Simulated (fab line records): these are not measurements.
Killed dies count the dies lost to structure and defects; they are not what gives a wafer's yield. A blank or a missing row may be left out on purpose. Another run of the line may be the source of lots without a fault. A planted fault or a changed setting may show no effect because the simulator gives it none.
fab line records + flow berkeleyCmos170
[record]
- lots = 15
- wafers = 45
- lastDay = 13
route steps=331 shown NSD@207 V1@254 V2@306 M3@312
lots that met no fault: from a run of the same line without faults
startH: the number of hours between the record's first day and the start of the first shown wafer of the lot + waitH: hours since the lot's step before + " repeats the value in the row above + L1.1+2: one row covering several wafers at once + - no value, or no start given + * or withheld: withheld + < > ~ a bound
route shown NAME@n: NAME is a module with steps in the file, n the number in the route of the first one + usual: mean/standard deviation taken from wafers without a fault + same: alike in all rows + chamber/n: place in a boat + sites: per-site readings + _std_site: the standard deviation of these + _edge_site: outer sites' mean less inner sites' + radiusMm: for every site, how far away it sits from the centre of the wafer + mask NAME#n: copy n + behind: the most recent tool/chamber to have shaped the wafer + hold: reason for holding the lot/hours on hold/outcome of the hold + device: whichever transistor did not switch (one of n, p or np) + end of line: at the end of the route, the tests of the same wafers + a step without rows: its recipe alone + killed: dies lost to structure and defects at the first sort, not the wafer's yield + map: shows each die of a wafer: x if killed, . if not, _ if none is there
set.NAME: the setting the step ran with; set.NAME@STEP: the setting that earlier step ran with + model.NAME: the simulator's own value behind a step, which no gauge read
steps of the route over a sample of lots; a table a step, a row a wafer
services: from which hour (startH, from the record's first day; less than 0 if before it) a tool's chamber was out of use, for how many hours, and why
[[steps]]
[step UCB170_SDANNEAL_RS_MEAS_03]
[recipe]
- thkMeasGauge = four-point-probe
[usual]
- NSD_RS = 37.25/0.11
| lot.wafer | tool         | chamber | startH | waitH | NSD_RS[ohm/sq] |
|-----------|--------------|---------|--------|-------|----------------|
| L532.2    | filmMetro-04 | -       | 180.76 | 0.1   | 37.39          |
| L532.4    | "            | -       | "      | "     | 37.22          |
| L532.6    | "            | -       | "      | "     | 37.33          |
| L533.2    | filmMetro-04 | -       | 196.08 | 0.1   | 37.33          |
| L533.3    | "            | -       | "      | "     | 37.34          |
| L533.6    | "            | -       | "      | "     | 37.35          |
| L534.2    | filmMetro-01 | -       | 198.38 | 0.1   | 37.35          |
| L534.4    | "            | -       | "      | "     | 37.13          |
| L534.6    | "            | -       | "      | "     | 37.26          |
| L536.2    | filmMetro-04 | -       | 198.91 | 0.1   | 37.21          |
| L536.3    | "            | -       | "      | "     | 37.12          |
| L536.5    | "            | -       | "      | "     | 37.11          |
| L538.2    | filmMetro-01 | -       | 217.33 | 0.1   | 37.06          |
| L538.3    | "            | -       | "      | "     | 37.11          |
| L538.5    | "            | -       | "      | "     | 37.15          |
| L539.1    | filmMetro-04 | -       | 217.69 | 0.1   | 37.29          |
| L539.2    | "            | -       | "      | "     | 37.25          |
| L539.6    | "            | -       | "      | "     | 37.18          |
| L541.1    | filmMetro-02 | -       | 218.01 | 0.1   | 37.38          |
| L541.3    | "            | -       | "      | "     | 37.35          |
| L541.4    | "            | -       | "      | "     | 37.27          |
| L542.1    | filmMetro-01 | -       | 218.27 | 0.1   | 37.18          |
| L542.2    | "            | -       | "      | "     | 37.17          |
| L542.5    | "            | -       | "      | "     | 37.20          |
| L540.3    | filmMetro-04 | -       | 219.06 | 0.1   | 37.38          |
| L540.5    | "            | -       | "      | "     | 37.35          |
| L540.6    | "            | -       | "      | "     | 37.33          |
| L545.2    | filmMetro-02 | -       | 239.13 | 0.1   | 37.33          |
| L545.3    | "            | -       | "      | "     | 37.42          |
| L545.4    | "            | -       | "      | "     | 37.24          |
| L544.2    | filmMetro-04 | -       | 239.66 | 0.1   | 37.07          |
| L544.3    | "            | -       | "      | "     | 37.17          |
| L544.5    | "            | -       | "      | "     | 37.15          |
| L547.2    | filmMetro-02 | -       | 254.65 | 0.1   | 37.28          |
| L547.4    | "            | -       | "      | "     | 37.29          |
| L547.6    | "            | -       | "      | "     | 37.26          |
| L546.1    | filmMetro-04 | -       | 255.16 | 0.1   | 37.22          |
| L546.4    | "            | -       | "      | "     | 37.20          |
| L546.5    | "            | -       | "      | "     | 37.08          |
| L551.4    | filmMetro-01 | -       | 278.56 | 0.1   | 37.37          |
| L551.5    | "            | -       | "      | "     | 37.19          |
| L551.6    | "            | -       | "      | "     | 37.27          |
| L552.2    | filmMetro-01 | -       | 282.21 | 0.1   | 37.17          |
| L552.4    | "            | -       | "      | "     | 37.15          |
| L552.6    | "            | -       | "      | "     | 37.21          |
[step UCB170_V1_CVD_00]
[recipe]
- material = SiO2
- targetThkNm = 2000
- tempC = 390
- precursor = TEOS/O2
- timeS = 250
- rfW = 550
- pressureMtorr = 9000
[usual]
- heaterPowerW = 244/51
[same]
- timeS = 250
| lot.wafer | tool     | chamber | startH | waitH | heaterPowerW |
|-----------|----------|---------|--------|-------|--------------|
| L532.2    | pecvd-01 | 0       | 191.17 | 0.0   | 242          |
| L532.4    | "        | 2       | "      | "     | 264          |
| L532.6    | "        | 1       | "      | "     | 181          |
| L533.2    | pecvd-01 | 1       | 207.39 | 0.0   | 203          |
| L533.3    | "        | 0       | "      | "     | 210          |
| L533.6    | "        | 2       | "      | "     | 259          |
| L534.2    | pecvd-03 | 1       | 210.06 | 0.0   | 234          |
| L534.4    | "        | 1       | "      | "     | 310          |
| L534.6    | "        | 2       | "      | "     | 130          |
| L536.2    | pecvd-01 | 2       | 210.06 | 0.0   | 343          |
| L536.3    | "        | 0       | "      | "     | 263          |
| L536.5    | "        | 1       | "      | "     | 183          |
| L538.2    | pecvd-01 | 1       | 230.88 | 0.0   | 214          |
| L538.3    | "        | 2       | "      | "     | 335          |
| L538.5    | "        | 1       | "      | "     | 262          |
| L539.1    | pecvd-02 | 1       | 232.21 | 0.0   | 236          |
| L539.2    | "        | 2       | "      | "     | 303          |
| L539.6    | "        | 0       | "      | "     | 217          |
| L541.1    | pecvd-03 | 2       | 232.21 | 0.0   | 198          |
| L541.3    | "        | 0       | "      | "     | 197          |
| L541.4    | "        | 2       | "      | "     | 135          |
| L542.1    | pecvd-01 | 0       | 232.21 | 0.0   | 276          |
| L542.2    | "        | 2       | "      | "     | 343          |
| L542.5    | "        | 1       | "      | "     | 178          |
| L540.3    | pecvd-01 | 0       | 233.54 | 0.0   | 241          |
| L540.5    | "        | 2       | "      | "     | 255          |
| L540.6    | "        | 1       | "      | "     | 178          |
| L544.2    | pecvd-02 | 0       | 249.95 | 0.0   | 264          |
| L544.3    | "        | 1       | "      | "     | 267          |
| L544.5    | "        | 0       | "      | "     | 214          |
| L545.2    | pecvd-01 | 2       | 249.95 | 0.0   | 343          |
| L545.3    | "        | 1       | "      | "     | 240          |
| L545.4    | "        | 2       | "      | "     | 258          |
| L546.1    | pecvd-03 | 1       | 264.10 | 0.0   | 242          |
| L546.4    | "        | 2       | "      | "     | 128          |
| L546.5    | "        | 0       | "      | "     | 176          |
| L547.2    | pecvd-02 | 1       | 265.43 | 0.0   | 248          |
| L547.4    | "        | 0       | "      | "     | 216          |
| L547.6    | "        | 2       | "      | "     | 229          |
| L552.2    | pecvd-02 | 2       | 294.11 | 0.2   | 280          |
| L552.4    | "        | 0       | "      | "     | 207          |
| L552.6    | "        | 1       | "      | "     | 200          |
| L551.4    | pecvd-03 | 0       | 294.19 | 0.2   | 180          |
| L551.5    | "        | 2       | "      | "     | 132          |
| L551.6    | "        | 1       | "      | "     | 321          |
[step UCB170_V2_ETCH_14]
[recipe]
- chemistry = CHF3/CF4/Ar
- target = SiO2
- stopOn = Al
- CHF3_flow_sccm = 45
- cf4FlowSccm = 15
- Ar_flow_sccm = 150
- pressureMtorr = 200
- rfW = 700
- targetDepthA = 12500
- overEtchFrac = 0.25
- timeS = 291
[usual]
- drypumpMotorCurrentA = 5.8/0.36
- oesProductAu = 0.868/0.013
- overEtchFrac = 0.25/0
- throttleValvePct = 6.94/0.13
[same]
- timeS = 291
| lot.wafer | tool       | chamber | startH | waitH | drypumpMotorCurrentA | oesProductAu | overEtchFrac | rfHoursCounterH | throttleValvePct |
|-----------|------------|---------|--------|-------|----------------------|--------------|--------------|-----------------|------------------|
| L532.2    | rieDiel-04 | 0       | 205.52 | 0.0   | 5.9                  | 0.864        | 0.25         | 7               | 7.18             |
| L532.4    | "          | 2       | "      | "     | 5.7                  | 0.841        | 0.25         | 21              | 6.88             |
| L532.6    | "          | 0       | "      | "     | 5.9                  | 0.853        | 0.25         | -               | 7.16             |
| L533.2    | rieDiel-03 | 3       | 214.62 | 0.0   | 5.9                  | 0.866        | 0.25         | 11              | 6.94             |
| L533.3    | "          | 0       | "      | "     | 6.2                  | 0.854        | 0.25         | 96              | 7.05             |
| L533.6    | "          | 0       | "      | "     | 6.2                  | 0.855        | 0.25         | -               | 7.05             |
| L534.2    | rieDiel-04 | 3       | 221.85 | 0.0   | 5.3                  | 0.877        | 0.25         | 75              | 6.78             |
| L534.4    | "          | 1       | "      | "     | 6.5                  | 0.836        | 0.25         | 23              | 6.82             |
| L534.6    | "          | 2       | "      | "     | 5.7                  | 0.847        | 0.25         | -               | 6.88             |
| L536.2    | rieDiel-02 | 1       | 223.12 | 0.0   | 5.3                  | 0.879        | 0.25         | 111             | 6.98             |
| L536.3    | "          | 2       | "      | "     | 5.9                  | 0.866        | 0.25         | 79              | 6.87             |
| L536.5    | "          | 3       | "      | "     | 6.1                  | 0.872        | 0.25         | -               | 6.95             |
| L538.2    | rieDiel-04 | 3       | 242.38 | 0.0   | 5.3                  | 0.875        | 0.25         | 75              | 6.78             |
| L538.3    | "          | 1       | "      | "     | 6.5                  | 0.839        | 0.25         | 24              | 6.80             |
| L538.5    | "          | 2       | "      | "     | 5.7                  | 0.852        | 0.25         | -               | 6.88             |
| L539.1    | rieDiel-02 | 3       | 243.11 | 0.0   | 6.1                  | 0.883        | 0.25         | 8               | 6.93             |
| L539.2    | "          | 0       | "      | "     | 5.5                  | 0.876        | 0.25         | 21              | 6.80             |
| L539.6    | "          | 0       | "      | "     | 5.6                  | 0.873        | 0.25         | -               | 6.81             |
| L541.1    | rieDiel-03 | 0       | 243.38 | 0.0   | 6.2                  | 0.849        | 0.25         | 97              | 7.06             |
| L541.3    | "          | 3       | "      | "     | 5.9                  | 0.866        | 0.25         | 13              | 6.94             |
| L541.4    | "          | 1       | "      | "     | 5.7                  | 0.887        | 0.25         | 10              | 6.93             |
| L542.1    | rieDiel-04 | 3       | 243.66 | 0.0   | 5.3                  | 0.876        | 0.25         | 76              | 6.77             |
| L542.2    | "          | 2       | "      | "     | 5.7                  | 0.850        | 0.25         | 23              | 6.89             |
| L542.5    | "          | 3       | "      | "     | 5.3                  | 0.883        | 0.25         | -               | 6.78             |
| L540.3    | rieDiel-03 | 3       | 244.21 | 0.0   | 5.9                  | 0.873        | 0.25         | 13              | 6.95             |
| L540.5    | "          | 3       | "      | "     | 5.9                  | 0.871        | 0.25         | -               | 6.94             |
| L540.6    | "          | 2       | "      | "     | 5.5                  | 0.866        | 0.25         | -               | 7.09             |
| L545.2    | rieDiel-03 | 1       | 257.76 | 0.0   | 5.8                  | 0.851        | 0.33552      | 11              | 6.93             |
| L545.3    | "          | 0       | "      | "     | 6.3                  | 0.831        | 0.33552      | 98              | 7.06             |
| L545.4    | "          | 3       | "      | "     | 5.9                  | 0.839        | 0.33552      | 14              | 6.96             |
| L544.2    | rieDiel-04 | 3       | 258.18 | 0.0   | 5.3                  | 0.884        | 0.25         | 76              | 6.79             |
| L544.3    | "          | 1       | "      | "     | 6.5                  | 0.850        | 0.25         | 25              | 6.80             |
| L544.5    | "          | 0       | "      | "     | 5.9                  | 0.862        | 0.25         | -               | 7.17             |
| L546.1    | rieDiel-03 | 3       | 271.04 | 0.0   | 5.9                  | 0.842        | 0.33552      | 14              | 6.95             |
| L546.4    | "          | 3       | "      | "     | 5.9                  | 0.841        | 0.33552      | -               | 6.95             |
| L546.5    | "          | 0       | "      | "     | 6.3                  | 0.824        | 0.33552      | -               | 7.06             |
| L547.2    | rieDiel-03 | 0       | 272.49 | 0.0   | 6.2                  | 0.825        | 0.33552      | 99              | 7.07             |
| L547.4    | "          | 3       | "      | "     | 5.9                  | 0.840        | 0.33552      | -               | 6.94             |
| L547.6    | "          | 0       | "      | "     | 6.2                  | 0.824        | 0.33552      | -               | 7.06             |
| L552.2    | rieDiel-02 | 3       | 305.50 | 0.0   | 6.1                  | 0.871        | 0.25         | 11              | 6.93             |
| L552.4    | "          | 1       | "      | "     | 5.4                  | 0.885        | 0.25         | 115             | 7.00             |
| L552.6    | "          | 3       | "      | "     | 6.1                  | 0.869        | 0.25         | -               | 6.92             |
| L551.4    | rieDiel-02 | 1       | 305.78 | 0.0   | 5.3                  | 0.890        | 0.25         | 116             | 6.99             |
| L551.5    | "          | 2       | "      | "     | 5.9                  | 0.865        | 0.25         | -               | 6.87             |
| L551.6    | "          | 1       | "      | "     | 5.3                  | 0.879        | 0.25         | -               | 7.01             |
[step UCB170_V2_STRIP_15]
[recipe]
- chemistry = O2
- powerW = 400
- pressureMtorr = 3500
- platenTempC = withheld
- o2FlowSccm = 400
- overashFraction = 0.5
[usual]
- drypumpMotorCurrentA = 5.5/0.33
- oesProductAu = 0.722/0.0046
- stripTimeToEndpointS = 15.30/0.12
| lot.wafer | tool           | chamber | startH | waitH | drypumpMotorCurrentA | oesProductAu | rfHoursCounterH | stripTimeToEndpointS |
|-----------|----------------|---------|--------|-------|----------------------|--------------|-----------------|----------------------|
| L532.2    | plasmaAsher-03 | 1       | 205.70 | 0.1   | 5.6                  | 0.726        | 38              | 15.37                |
| L532.4    | "              | 0       | "      | "     | 5.6                  | 0.718        | -               | 15.40                |
| L532.6    | "              | 1       | "      | "     | 5.6                  | 0.720        | -               | 15.39                |
| L533.2    | plasmaAsher-01 | 1       | 214.80 | 0.1   | 5.8                  | 0.717        | 54              | 15.23                |
| L533.3    | "              | 1       | "      | "     | 5.8                  | 0.724        | -               | 15.16                |
| L533.6    | "              | 0       | "      | "     | 5.1                  | 0.723        | -               | 15.22                |
| L534.2    | plasmaAsher-01 | 1       | 222.03 | 0.1   | 5.8                  | 0.723        | 56              | 15.26                |
| L534.4    | "              | 1       | "      | "     | 5.8                  | 0.721        | -               | 15.43                |
| L534.6    | "              | 1       | "      | "     | 5.8                  | 0.721        | -               | 15.43                |
| L536.2    | plasmaAsher-03 | 1       | 223.30 | 0.1   | 5.6                  | 0.709        | 39              | 15.34                |
| L536.3    | "              | 1       | "      | "     | 5.6                  | 0.719        | -               | 15.16                |
| L536.5    | "              | 0       | "      | "     | 5.6                  | 0.713        | -               | 15.39                |
| L538.2    | plasmaAsher-01 | 1       | 242.56 | 0.1   | 5.9                  | 0.725        | 58              | 15.28                |
| L538.3    | "              | 0       | "      | "     | 5.1                  | 0.722        | -               | 15.50                |
| L538.5    | "              | 0       | "      | "     | 5.1                  | 0.720        | -               | 15.42                |
| L539.1    | plasmaAsher-04 | 1       | 243.29 | 0.1   | 6.0                  | 0.728        | 51              | 15.21                |
| L539.2    | "              | 0       | "      | "     | 5.3                  | 0.727        | 51              | 15.25                |
| L539.6    | "              | 0       | "      | "     | 5.3                  | 0.726        | -               | 15.18                |
| L541.1    | plasmaAsher-01 | 0       | 243.56 | 0.1   | 5.0                  | 0.726        | 58              | 15.01                |
| L541.3    | "              | 1       | "      | "     | 5.8                  | 0.719        | -               | 15.03                |
| L541.4    | "              | 0       | "      | "     | 5.0                  | 0.727        | -               | 15.16                |
| L542.1    | plasmaAsher-03 | 0       | 243.84 | 0.1   | 5.6                  | 0.719        | 42              | 15.18                |
| L542.2    | "              | 1       | "      | "     | 5.6                  | 0.723        | 42              | 15.39                |
| L542.5    | "              | 0       | "      | "     | 5.6                  | 0.723        | -               | 15.20                |
| L540.3    | plasmaAsher-04 | 0       | 244.42 | 0.1   | 5.3                  | 0.713        | -               | 15.25                |
| L540.5    | "              | 1       | "      | "     | 6.0                  | 0.724        | -               | 15.32                |
| L540.6    | "              | 0       | "      | "     | 5.3                  | 0.722        | -               | 15.24                |
| L545.2    | plasmaAsher-03 | 1       | 257.94 | 0.1   | 5.6                  | 0.720        | 44              | 14.94                |
| L545.3    | "              | 1       | "      | "     | 5.6                  | 0.722        | -               | 14.73                |
| L545.4    | "              | 0       | "      | "     | 5.6                  | 0.718        | -               | 14.75                |
| L544.2    | plasmaAsher-04 | 0       | 258.35 | 0.1   | 5.3                  | 0.722        | 53              | 15.22                |
| L544.3    | "              | 1       | "      | "     | 6.0                  | 0.719        | -               | 15.52                |
| L544.5    | "              | 1       | "      | "     | 6.0                  | 0.717        | -               | 15.46                |
| L546.1    | plasmaAsher-01 | 1       | 271.30 | 0.2   | 5.8                  | 0.717        | 62              | 14.65                |
| L546.4    | "              | 0       | "      | "     | 5.0                  | 0.718        | -               | 14.63                |
| L546.5    | "              | 0       | "      | "     | 5.0                  | 0.720        | -               | 14.71                |
| L547.2    | plasmaAsher-04 | 0       | 272.76 | 0.2   | 5.3                  | 0.720        | 54              | 14.85                |
| L547.4    | "              | 0       | "      | "     | 5.3                  | 0.721        | -               | 14.74                |
| L547.6    | "              | 0       | "      | "     | 5.3                  | 0.718        | -               | 14.89                |
| L552.2    | plasmaAsher-03 | 1       | 305.67 | 0.1   | 5.6                  | 0.724        | 49              | 15.45                |
| L552.4    | "              | 0       | "      | "     | 5.6                  | 0.716        | -               | 15.16                |
| L552.6    | "              | 0       | "      | "     | 5.6                  | 0.723        | -               | 15.39                |
| L551.4    | plasmaAsher-01 | 1       | 305.99 | 0.1   | 5.8                  | 0.718        | -               | 15.25                |
| L551.5    | "              | 1       | "      | "     | 5.8                  | 0.723        | -               | 15.26                |
| L551.6    | "              | 0       | "      | "     | 5.0                  | 0.727        | -               | 15.15                |
[step UCB170_M3_THK_MEAS_03]
[recipe]
- thkMeasGauge = xrf
- reads = Al_of_M3_SPUTTER_01
[usual]
- M3_AL_THK = 891/13
| lot.wafer | tool         | chamber | startH | waitH | M3_AL_THK[nm] |
|-----------|--------------|---------|--------|-------|---------------|
| L532.2    | filmMetro-02 | -       | 206.20 | 0.1   | 879           |
| L532.4    | "            | -       | "      | "     | 880           |
| L532.6    | "            | -       | "      | "     | 883           |
| L533.2    | filmMetro-04 | -       | 215.30 | 0.1   | 895           |
| L533.3    | "            | -       | "      | "     | 897           |
| L533.6    | "            | -       | "      | "     | 897           |
| L534.2    | filmMetro-01 | -       | 222.53 | 0.1   | 882           |
| L534.4    | "            | -       | "      | "     | 897           |
| L534.6    | "            | -       | "      | "     | 890           |
| L536.2    | filmMetro-01 | -       | 223.80 | 0.1   | 898           |
| L536.3    | "            | -       | "      | "     | 895           |
| L536.5    | "            | -       | "      | "     | 881           |
| L538.2    | filmMetro-01 | -       | 243.06 | 0.1   | 882           |
| L538.3    | "            | -       | "      | "     | 885           |
| L538.5    | "            | -       | "      | "     | 888           |
| L539.1    | filmMetro-02 | -       | 243.78 | 0.1   | 886           |
| L539.2    | "            | -       | "      | "     | 890           |
| L539.6    | "            | -       | "      | "     | 898           |
| L541.1    | filmMetro-04 | -       | 244.05 | 0.1   | 876           |
| L541.3    | "            | -       | "      | "     | 880           |
| L541.4    | "            | -       | "      | "     | 881           |
| L542.1    | filmMetro-02 | -       | 244.33 | 0.1   | 898           |
| L542.2    | "            | -       | "      | "     | 895           |
| L542.5    | "            | -       | "      | "     | 901           |
| L540.3    | filmMetro-01 | -       | 244.90 | 0.1   | 885           |
| L540.5    | "            | -       | "      | "     | 885           |
| L540.6    | "            | -       | "      | "     | 882           |
| L545.2    | filmMetro-01 | -       | 258.44 | 0.1   | 903           |
| L545.3    | "            | -       | "      | "     | 912           |
| L545.4    | "            | -       | "      | "     | 917           |
| L544.2    | filmMetro-04 | -       | 258.85 | 0.1   | 893           |
| L544.3    | "            | -       | "      | "     | 881           |
| L544.5    | "            | -       | "      | "     | 887           |
| L546.1    | filmMetro-01 | -       | 271.87 | 0.1   | 911           |
| L546.4    | "            | -       | "      | "     | 917           |
| L546.5    | "            | -       | "      | "     | 907           |
| L547.2    | filmMetro-04 | -       | 273.26 | 0.1   | 871           |
| L547.4    | "            | -       | "      | "     | 870           |
| L547.6    | "            | -       | "      | "     | 864           |
| L552.2    | filmMetro-02 | -       | 306.17 | 0.1   | 899           |
| L552.4    | "            | -       | "      | "     | 883           |
| L552.6    | "            | -       | "      | "     | 892           |
| L551.4    | filmMetro-02 | -       | 306.48 | 0.1   | 915           |
| L551.5    | "            | -       | "      | "     | 907           |
| L551.6    | "            | -       | "      | "     | 910           |
[[services]]
| tool           | chamber | startH | hours | kind        |
|----------------|---------|--------|-------|-------------|
| pecvd-02       | 0       | 173.10 | -     | calibration |
| pecvd-01       | 0       | 179.33 | 3.6   | repair      |
| pecvd-03       | -       | 188.74 | 6.0   | pm          |
| rieDiel-04     | -       | 208.13 | 5.3   | repair      |
| plasmaAsher-03 | -       | 214.98 | 1.8   | repair      |
| rieDiel-02     | 3       | 229.61 | 1.3   | repair      |
| rieDiel-02     | 2       | 232.89 | 4.4   | repair      |
| pecvd-03       | -       | 242.50 | 14.0  | pm          |
| pecvd-03       | 0       | 242.50 | 14.0  | ventCycle   |
| pecvd-03       | 1       | 242.50 | 14.0  | ventCycle   |
| pecvd-03       | 2       | 242.50 | 14.0  | ventCycle   |
| rieDiel-04     | 3       | 249.22 | 3.9   | repair      |
| pecvd-03       | 0       | 256.50 | -     | clean       |
| pecvd-03       | 1       | 256.50 | -     | clean       |
| pecvd-03       | 2       | 256.50 | -     | clean       |
| rieDiel-03     | 2       | 268.05 | 9.1   | repair      |
| rieDiel-03     | 1       | 270.37 | 5.6   | repair      |
| pecvd-02       | -       | 287.90 | 2.8   | pm          |
| rieDiel-03     | 3       | 293.48 | 8.8   | repair      |
| rieDiel-04     | 0       | 296.22 | 2.8   | repair      |
[[key]]
[firstSign]
- step = UCB170_V2_ETCH_14
- reading = overEtchFrac
- direction = up
- sigmas = 99+
- usual = 0.25
- struck = 0.33552
[effect]
- step = UCB170_V2_ETCH_14
- reading = oesProductAu
- direction = down
- sigmas = 2.5
- usual = 0.868
- struck = 0.835
[effect]
- step = UCB170_V2_STRIP_15
- reading = stripTimeToEndpointS
- direction = down
- sigmas = 4.5
- usual = *
- struck = *
metAt UCB170_V2_ETCH_14
struckLots L545,L546,L547
notActingAt UCB170_SDANNEAL_RS_MEAS_03,UCB170_V1_CVD_00,UCB170_M3_THK_MEAS_03
onsetBetween 244.21 257.76
[fault]
- kind = processParameterDrift
- tool = rieDiel-03
- chamber = -
- onsetH = 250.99
- steps = UCB170_V2_ETCH_14
- channel = overEtchFrac
- offset = 0.085525
- shape = step
- endH = 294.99
- actsIn = theseRecipesOnly
- stated = 0.25
